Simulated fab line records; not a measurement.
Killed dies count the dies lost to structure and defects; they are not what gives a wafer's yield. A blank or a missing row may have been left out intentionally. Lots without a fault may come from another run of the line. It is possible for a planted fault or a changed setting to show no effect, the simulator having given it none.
fab line records    flow berkeleyCmos170
record: lots: 7  wafers: 21  lastDay: 12
route steps=331 shown M2@271
lots that met no fault: taken from a fault-free run of the same line
startH: hours from the record's opening day to when the first of the lot's shown wafers began    waitH: time in hours since the lot's previous step    " the same as in the row above    L1.1+2: several wafers, shown together as one row    - no value, or no start was given    * or withheld: withheld    < > ~ a bound
route shown NAME@n: NAME is a module with steps in the file, n the number in the route of the first one    usual: average and standard deviation across the fault-free wafers    same: alike in all rows    chamber/n: place in a boat    sites: per-site readings    _std_site: their standard deviation    _edge_site: inner sites' mean taken away from outer sites' mean    radiusMm: for every site, how far away it sits from the centre of the wafer    mask NAME#n: copy n    behind: the tool/chamber that last shaped the wafer    hold: the reason the lot was held/the length of the hold in hours/how it ended    device: transistor that didn't switch, given as n, p or np    end of line: the same wafers' tests at the end of the route    where a step has no rows: the recipe by itself    killed: at the first sort, the dies lost to defects and structure; wafer yield is something else    map: shows each die of a wafer: x if killed, . if not, _ if none is there
set.NAME: the setting the step ran with; set.NAME@STEP: the setting that earlier step ran with    model.NAME: the simulator's own value behind a step, which no gauge read
lots at selected steps of the route; one table per step, one row per wafer
services: the hour from which a tool's chamber was out of use, counted from the record's first day as startH (under 0 if before that day), plus the number of hours and why
== steps ==
step: UCB170_M2_PRE_CLEAN_00
recipe: gas: Ar  precleanEtchTimeS: 60
step: UCB170_M2_SPUTTER_01
recipe: material: Al  targetThkNm: 900  timeS: 120  powerW: 6000  chamberPressurePa: 0.5
usual: throttleValvePct: 30.7/1.1
same: timeS: 120
lot.wafer  tool           chamber  startH  waitH  throttleValvePct
L435.3     pvdSputter-01  -        166.44  0.0    31.4
L435.4     "              -        "       "      32.9
L435.6     "              -        "       "      31.1
L438.2     pvdSputter-01  -        175.79  0.0    29.9
L438.3     "              -        "       "      31.0
L438.6     "              -        "       "      31.0
L446.1     pvdSputter-04  -        227.35  0.0    31.8
L446.4     "              -        "       "      28.7
L446.6     "              -        "       "      28.9
L450.2     pvdSputter-01  -        239.87  0.0    29.7
L450.5     "              -        "       "      32.5
L450.6     "              -        "       "      31.2
L452.1     pvdSputter-01  -        251.52  0.0    31.4
L452.2     "              -        "       "      31.0
L452.4     "              -        "       "      29.9
L456.1     pvdSputter-04  -        264.17  0.0    31.2
L456.2     "              -        "       "      31.6
L456.3     "              -        "       "      30.5
L457.1     pvdSputter-02  -        264.44  0.0    31.1
L457.2     "              -        "       "      28.7
L457.4     "              -        "       "      30.4
step: UCB170_M2_RS_MEAS_02
recipe: thkMeasGauge: four-point-probe  reads: Al_of_M2_SPUTTER_01
usual: M2_AL_RS: 0.03212/0.00028
lot.wafer  tool          chamber  startH  waitH  M2_AL_RS[ohm/sq]
L435.3     filmMetro-04  -        166.56  0.1    0.03186
L435.4     "             -        "       "      0.03194
L435.6     "             -        "       "      0.03213
L438.2     filmMetro-04  -        175.90  0.1    0.03214
L438.3     "             -        "       "      0.03201
L438.6     "             -        "       "      0.0319
L446.1     filmMetro-02  -        227.43  0.0    0.03221
L446.4     "             -        "       "      0.03209
L446.6     "             -        "       "      0.03218
L450.2     filmMetro-02  -        239.97  0.1    0.03219
L450.5     "             -        "       "      0.03167
L450.6     "             -        "       "      0.03207
L452.1     filmMetro-02  -        251.60  0.0    0.03229
L452.2     "             -        "       "      0.03221
L452.4     "             -        "       "      0.03221
L456.1     filmMetro-04  -        264.25  0.0    0.03219
L456.2     "             -        "       "      0.0324
L456.3     "             -        "       "      0.0322
L457.1     filmMetro-02  -        264.53  0.0    0.03196
L457.2     "             -        "       "      0.03172
L457.4     "             -        "       "      0.03204
step: UCB170_M2_THK_MEAS_03
recipe: thkMeasGauge: xrf  reads: Al_of_M2_SPUTTER_01
usual: M2_AL_THK: 909/8.6
lot.wafer  tool          chamber  startH  waitH  M2_AL_THK[nm]
L435.3     filmMetro-04  -        166.66  0.1    913
L435.4     "             -        "       "      922
L435.6     "             -        "       "      912
L438.2     filmMetro-04  -        176.01  0.1    907
L438.3     "             -        "       "      910
L438.6     "             -        "       "      914
L446.1     filmMetro-02  -        227.55  0.1    904
L446.4     "             -        "       "      905
L446.6     "             -        "       "      909
L450.2     filmMetro-02  -        240.08  0.1    902
L450.5     "             -        "       "      921
L450.6     "             -        "       "      907
L452.1     filmMetro-02  -        251.72  0.1    904
L452.2     "             -        "       "      905
L452.4     "             -        "       "      901
L456.1     filmMetro-04  -        264.37  0.1    906
L456.2     "             -        "       "      904
L456.3     "             -        "       "      908
L457.1     filmMetro-02  -        264.65  0.1    911
L457.2     "             -        "       "      923
L457.4     "             -        "       "      914
step: UCB170_M2_HMDS_04
recipe: primeTimeS: 60  primeTempC: 100
step: UCB170_M2_COAT_05
recipe: resist: KrF  spinRpm: 1500  resistThkNm: 900
step: UCB170_M2_SOFTBAKE_06
recipe: resist: KrF  tempC: 130  timeS: 60
step: UCB170_M2_STRIP_07
recipe: chemistry: O2  powerW: 400  pressureMtorr: 3500  platenTempC: withheld  o2FlowSccm: 400  overashFraction: 0.5
usual: drypumpMotorCurrentA: 5.6/0.56  oesProductAu: 0.735/0.0046  stripTimeToEndpointS: 21.94/0.058
lot.wafer  tool            chamber  startH  waitH  drypumpMotorCurrentA  oesProductAu  rfHoursCounterH  stripTimeToEndpointS
L435.3     plasmaAsher-04  1        167.19  0.1    6.3                   0.731         -                21.91
L435.4     "               0        "       "      6.2                   0.739         -                21.94
L435.6     "               1        "       "      6.3                   0.730         -                21.93
L438.2     plasmaAsher-03  1        176.90  0.1    5.2                   0.736         49               22.01
L438.3     "               1        "       "      5.2                   0.741         -                21.99
L438.6     "               1        "       "      5.2                   0.735         -                22.01
L446.1     plasmaAsher-04  0        228.06  0.1    6.2                   0.742         39               21.91
L446.4     "               0        "       "      6.2                   0.734         -                22.00
L446.6     "               0        "       "      6.2                   0.732         -                22.00
L450.2     plasmaAsher-03  1        240.58  0.1    5.2                   0.739         56               21.89
L450.5     "               0        "       "      5.2                   0.721         -                21.85
L450.6     "               1        "       "      5.2                   0.731         -                21.85
L452.1     plasmaAsher-02  1        252.23  0.1    4.9                   0.734         56               22.03
L452.2     "               0        "       "      5.1                   0.736         56               21.97
L452.4     "               1        "       "      4.9                   0.743         -                22.03
L456.1     plasmaAsher-03  1        265.60  0.1    5.2                   0.732         60               21.84
L456.2     "               0        "       "      5.2                   0.736         60               21.84
L456.3     "               0        "       "      5.2                   0.739         -                21.83
L457.1     plasmaAsher-04  0        266.00  0.1    6.2                   0.729         44               21.99
L457.2     "               1        "       "      6.3                   0.732         44               21.98
L457.4     "               1        "       "      6.3                   0.741         -                21.93
step: UCB170_M2_STRIP_08
recipe: chemistry: DMSO  tempC: 80  timeS: 600  material: KrF
step: UCB170_M2_COAT_09
recipe: resist: BARC  tempC: withheld  timeS: withheld  spinRpm: 3000  resistThkNm: withheld
step: UCB170_M2_COAT_10
recipe: resist: KrF  spinRpm: 1500  resistThkNm: 900
step: UCB170_M2_SOFTBAKE_11
recipe: resist: KrF  tempC: 130  timeS: 61.11
usual: plateSensorTCentreC: 131.41/0.01  plateSensorTEdgeC: 131.53/0.0091
same: timeS: 61.11
lot.wafer  tool           chamber  startH  waitH  plateSensorTCentreC  plateSensorTEdgeC
L435.3     lithoTrack-02  0        -       -      131.43               131.53
L435.4     "              0        "       "      131.4                131.54
L435.6     "              0        "       "      131.43               131.52
L438.2     lithoTrack-03  0        -       -      131.41               131.54
L438.3     "              0        "       "      131.41               131.52
L438.6     "              0        "       "      131.39               131.53
L446.1     lithoTrack-03  0        -       -      131.4                131.54
L446.4     "              0        "       "      131.41               131.52
L446.6     "              0        "       "      131.4                131.53
L450.2     lithoTrack-03  0        -       -      131.39               131.53
L450.5     "              0        "       "      131.39               131.53
L450.6     "              0        "       "      131.41               131.53
L452.1     lithoTrack-01  0        -       -      131.41               131.53
L452.2     "              0        "       "      131.4                131.53
L452.4     "              0        "       "      131.41               131.53
L456.1     lithoTrack-01  0        -       -      131.39               131.52
L456.2     "              0        "       "      131.39               131.53
L456.3     "              0        "       "      131.41               131.53
L457.1     lithoTrack-03  0        -       -      131.41               131.52
L457.2     "              0        "       "      131.41               131.54
L457.4     "              0        "       "      131.4                131.52
step: UCB170_M2_EXPOSE_12
recipe: maskId: METAL2  targetCdNm: 700  na: 0.5  sigmaOuter: 0.6  sourceShape: conventional  doseMj: 26
usual: exposureDoseMJCm2: 25.975/0.026  focusOffsetNm: 0.0/0.51  stageVelMmS: 499.98/0.26
lot.wafer  tool           chamber  startH  waitH  mask      exposureDoseMJCm2  focusOffsetNm  stageVelMmS
L435.3     krfScanner-02  0        167.93  -      METAL2#0  25.971             0.2            499.92
L435.4     "              0        "       "      METAL2#0  25.982             0.1            499.92
L435.6     "              0        "       "      METAL2#0  25.939             0.6            499.81
L438.2     krfScanner-02  0        178.26  -      METAL2#0  25.976             -0.1           499.83
L438.3     "              0        "       "      METAL2#0  25.980             0.7            499.87
L438.6     "              0        "       "      METAL2#0  25.966             -0.3           499.91
L446.1     krfScanner-02  -        229.91  -      METAL2#0  -                  -              -
L446.4     "              -        "       "      METAL2#0  -                  -              -
L446.6     "              -        "       "      METAL2#0  -                  -              -
L450.2     krfScanner-01  -        242.37  -      METAL2#0  -                  -              -
L450.5     "              -        "       "      METAL2#0  -                  -              -
L450.6     "              -        "       "      METAL2#0  -                  -              -
L452.1     krfScanner-02  -        254.16  -      METAL2#0  -                  -              -
L452.2     "              -        "       "      METAL2#0  -                  -              -
L452.4     "              -        "       "      METAL2#0  -                  -              -
L456.1     krfScanner-01  0        267.45  -      METAL2#0  26.011             0.0            500.09
L456.2     "              0        "       "      METAL2#0  25.967             0.4            499.96
L456.3     "              0        "       "      METAL2#0  25.987             -0.2           499.88
L457.1     krfScanner-02  0        267.69  -      METAL2#0  25.976             -0.7           499.86
L457.2     "              0        "       "      METAL2#0  26.009             0.4            499.97
L457.4     "              0        "       "      METAL2#0  26.003             -0.1           499.51
step: UCB170_M2_PEB_13
recipe: pebTempC: 130  pebTimeS: withheld  resist: KrF
== services ==
tool            chamber  startH  hours  kind
pvdSputter-02   -        146.78  9.1    repair
krfScanner-02   -        149.68  1.0    pm
plasmaAsher-04  -        153.10  4.3    pm
krfScanner-02   -        156.25  0.3    repair
krfScanner-01   -        172.36  1.0    pm
pvdSputter-04   -        212.20  3.5    repair
krfScanner-02   -        214.71  3.0    pm
pvdSputter-02   -        226.95  8.3    repair
krfScanner-02   -        231.60  0.8    pm
krfScanner-02   -        233.50  4.4    pm
krfScanner-01   -        233.51  2.6    repair
pvdSputter-04   -        236.88  5.4    repair
pvdSputter-04   -        241.76  1.9    repair
== key ==
firstSign: step: UCB170_M2_EXPOSE_12  reading: toolRecord  direction: missing
effect none on later readings
metAt UCB170_M2_EXPOSE_12
struckWafers L446.1,L446.4,L446.6,L450.2,L450.5,L450.6,L452.1,L452.2,L452.4
laterRowsLeftOut L446.1,L446.4,L446.6,L450.2,L450.5,L450.6,L452.1,L452.2,L452.4
sortLeftOut L446.1,L446.4,L446.6,L450.2,L450.5,L450.6,L452.1,L452.2,L452.4
onsetBetween 178.26 229.91
fault: kind: skippedStepWhole  tool: krfScanner-01,krfScanner-02  chamber: -  onsetH: 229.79  steps: UCB170_M2_EXPOSE_12  scope: struckLotsOnly
sortLeftOut: the simulated sort isn't trusted on such a fault, so these wafers' sort isn't shown, and their yield isn't known
laterRowsLeftOut: the simulator's readings of these wafers behind a module that went badly wrong aren't trusted and aren't shown, but for the sort
